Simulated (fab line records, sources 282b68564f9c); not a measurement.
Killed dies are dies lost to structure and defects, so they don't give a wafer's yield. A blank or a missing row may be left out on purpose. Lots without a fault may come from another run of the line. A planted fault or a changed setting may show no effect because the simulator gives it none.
A struck lot beside a sound one | flow rit_cmos | 40 steps out of a route of 202
Sound: wafers L189.1, L189.3, L189.4. Struck: wafers L195.4, L195.5, L195.6. The cause comes at the end.
At each step with rows: each side's tool, then ch and its chambers, then its first start. Under that, the readings that differ: sound wafers | struck wafers | difference of the means | sigmas: that difference in standard deviations of wafers without a fault.
alike: readings whose means differ by less than 2 such deviations, and words and numbers that are the same on both sides. not compared: withheld readings, readings that some wafer has no value for, bounds like >300 that may hide the same value, and numbers for which the record gives no deviation and whose values overlap.
The two part at a step that has a row with sigmas, a row that says differs or no value, or rows on one side only. Numbers that don't overlap but have no deviation are shown without sigmas and don't part them. A reading that every wafer of one side lacks parts them only if that side has two wafers or more.

RIT_ACTIVE_ETCH_13: etches Si3N4 in SF6, stops on SiO2, time 210 s, target depth 210 nm.
  sound on rie_diel-04 ch 2,3, day 2 10:50; struck on rie_diel-01 ch 0,2,3, day 3 16:50
  alike: SF6_flow_sccm, chamber_pressure_mTorr, drypump_motor_current_A, oes_product_au, throttle_valve_pct
  not compared: rf_hours_counter_h
RIT_ACTIVE_STRIP_14: strips in O2, time 180 s.
  sound on plasma_asher-03 ch 0,1, day 2 10:58; struck on plasma_asher-03 ch 0,1, day 3 16:58
  alike: drypump_motor_current_A
  not compared: rf_hours_counter_h
RIT_ACTIVE_CD_MEAS_90: target cd 1400 nm.
  sound on cd_sem-02, day 2 11:08; struck on cd_sem-02, day 3 17:09
  alike: cd_nm
then, 4 steps without rows for these wafers: RIT_ACTIVE_CLEAN_15 (cleans in SC1, time 600 s); RIT_ACTIVE_CLEAN_16 (cleans in dHF, time 30 s); RIT_ACTIVE_CLEAN_17 (cleans in SC2, time 600 s); RIT_FOX1_OXIDATION_00 (target thk 350.7 nm, ox time 1130 s).
RIT_FOX1_THK_MEAS_01:
  sound on film_metro-04, day 2 13:07; struck on film_metro-01, day 3 20:02
  alike: FOX1_OXIDE_THK
then, 2 steps without rows for these wafers: RIT_FOX1_WET_ETCH_02 (etches SiO2 in BOE, target depth 350 nm, time 390 s); RIT_FOX2_OXIDATION_00 (target thk 350.7 nm, ox time 1130 s).
RIT_FOX2_THK_MEAS_01:
  sound on film_metro-02, day 2 14:37; struck on film_metro-03, day 3 23:33
  alike: FOX2_OXIDE_THK
then, 1 step without rows for these wafers: RIT_FOX2_CLEAN_02 (cleans in dHF, time 180 s).
RIT_FOX2_WET_ETCH_03: etches Si3N4 in H3PO4, target depth 195 nm, time 2700 s.
  sound on wet_bench-04 ch 3, day 2 14:44; struck on wet_bench-03 ch 2, day 3 23:38
  no value came back on the struck wafers for bath_guard_temp_C (C), bath_heat_duty_pct (%), time_s (s); on the sound wafers bath_guard_temp_C (C) reads 165.0 164.9 164.8
  reading                                       | sound             | struck            | difference | sigmas
  model.Si3N4_of_ACTIVE_CVD_03.thk_nm (nm)      | 0 0 0             | 130.6 128.9 130   | +129.8     |
  model.SiO2_of_FOX2_OXIDATION_00.thk_nm (nm)   | 302.2 299.4 298.8 | 313.1 315.6 314.4 | +14.2      |
  model.SiO2_of_ACTIVE_OXIDATION_01.thk_nm (nm) | 41.79 41.98 42.49 | 48.57 48.56 46.72 | +5.86      |
then, 6 steps without rows for these wafers: RIT_NWELL_HMDS_00 (prime time 60 s); RIT_NWELL_COAT_01 (resist thk 1300 nm); RIT_NWELL_SOFTBAKE_02 (time 58.47 s); RIT_NWELL_EXPOSE_03 (exposes mask M2, target cd 43900 nm); RIT_NWELL_PEB_04; RIT_NWELL_DEVELOP_05 (develop time 68 s).
RIT_NWELL_OVL_MEAS_06:
  sound on overlay-02, day 2 16:26; struck on overlay-01, day 4 01:22
  alike: NWELL_OVL
then, 2 steps without rows for these wafers: RIT_NWELL_HARDBAKE_07 (time 120 s); RIT_NWELL_IMPLANT_08.
RIT_NWELL_STRIP_09: strips in O2, time 180 s.
  sound on plasma_asher-01 ch 0,1, day 2 16:52; struck on plasma_asher-03 ch 0,1, day 4 01:50
  alike: drypump_motor_current_A
  not compared: rf_hours_counter_h
RIT_NWELL_TW_MEAS_10:
  sound on film_metro-01, day 2 17:02; struck on film_metro-04, day 4 01:59
  alike: NWELL_TW
then, 6 steps without rows for these wafers: RIT_PWELL_HMDS_00 (prime time 60 s); RIT_PWELL_COAT_01 (resist thk 1300 nm); RIT_PWELL_SOFTBAKE_02 (time 60 s); RIT_PWELL_EXPOSE_03 (exposes mask M3, target cd 43700 nm); RIT_PWELL_PEB_04; RIT_PWELL_DEVELOP_05 (develop time 68 s).
RIT_PWELL_OVL_MEAS_06:
  sound on overlay-02, day 2 17:59; struck on overlay-02, day 4 03:02
  alike: PWELL_OVL
then, 2 steps without rows for these wafers: RIT_PWELL_HARDBAKE_07 (time 120 s); RIT_PWELL_IMPLANT_08.
RIT_PWELL_STRIP_09: strips in O2, time 180 s.
  sound on plasma_asher-04 ch 0,1, day 2 18:25; struck on plasma_asher-04 ch 0,1, day 4 03:31
  alike: drypump_motor_current_A
  not compared: rf_hours_counter_h
RIT_PWELL_TW_MEAS_10:
  sound on film_metro-04, day 2 18:35; struck on film_metro-04, day 4 03:39
  alike: PWELL_TW
then, 4 steps without rows for these wafers: RIT_WELLDRIVE_ANNEAL_00 (time 14700 s); RIT_NRETRO_HMDS_00 (prime time 60 s); RIT_NRETRO_COAT_01 (resist thk 1300 nm); RIT_NRETRO_SOFTBAKE_02 (time 60 s).
RIT_GATE_CLEAN_04: cleans in dHF, time 60.89 s.
  sound on wet_bench-01 ch 1, day 3 03:50; struck on wet_bench-02 ch 0, day 4 13:05
  reading                                     | sound           | struck            | difference | sigmas
  model.SiO2_of_FOX2_OXIDATION_00.thk_nm (nm) | 233.2 230.7 230 | 245.5 247.9 246.4 | +15.3      |

WHERE THEY PART
Only at RIT_FOX2_WET_ETCH_03, within this record. Later steps at which nothing parts them and some readings are alike: RIT_NWELL_OVL_MEAS_06, RIT_NWELL_STRIP_09, RIT_NWELL_TW_MEAS_10, RIT_PWELL_OVL_MEAS_06, RIT_PWELL_STRIP_09, RIT_PWELL_TW_MEAS_10.

WHY: what the simulator had put in
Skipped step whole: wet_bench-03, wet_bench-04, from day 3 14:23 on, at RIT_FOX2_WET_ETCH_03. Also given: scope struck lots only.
